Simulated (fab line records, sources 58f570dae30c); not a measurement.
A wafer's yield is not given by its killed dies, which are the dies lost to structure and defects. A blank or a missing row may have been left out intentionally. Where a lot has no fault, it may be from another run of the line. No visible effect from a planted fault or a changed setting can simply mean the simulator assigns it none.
Which tool is to blame?	flow berkeley_cmos170	7 lots (21 wafers sampled), 1 step of a 331-step route

## WHAT THE GAUGES READ, wafer by wafer
UCB170_PLDD_TW_MEAS_11.
lot	measured	on	PLDD_TW
L976	day 7 02:22	film_metro-01	1005 1015 1012
L977	day 7 17:23	film_metro-04	1002 1000 995
L981	day 8 02:41	film_metro-04	999 1000 998
L986	day 9 06:41	film_metro-04	1009 1009 1003
L987	day 9 15:53	film_metro-04	1005 1005 1005
L990	day 10 06:41	film_metro-01	1011 1008 1003
L997	day 11 18:33	film_metro-04	999 997 1004

## WHICH TOOL RAN EACH LOT (tool, then ch and the chambers of the sampled wafers, then the start)
Record: no process step prior to these readings.

## THE ANSWER, worked out from the rows above alone
Rule: the lots themselves supply what counts as usual. The widest of any qualifying gaps counts: lots, ordered by their means at a reading, are off when they make up no more than a third of the lots, leave a main group of 4 or more, and stand apart from it by 3 or more times the standard deviation of that group's means. Not used: any main group whose means are identical at the precision the tables above print for the reading. Also off: a lot with no number at a reading for which 4 or more lots have one. All remaining lots with rows at the step are treated as sound.
No lot is off on any of the readings shown, so nothing can be concluded from this.

## WHAT WAS PUT IN BY THE SIMULATOR
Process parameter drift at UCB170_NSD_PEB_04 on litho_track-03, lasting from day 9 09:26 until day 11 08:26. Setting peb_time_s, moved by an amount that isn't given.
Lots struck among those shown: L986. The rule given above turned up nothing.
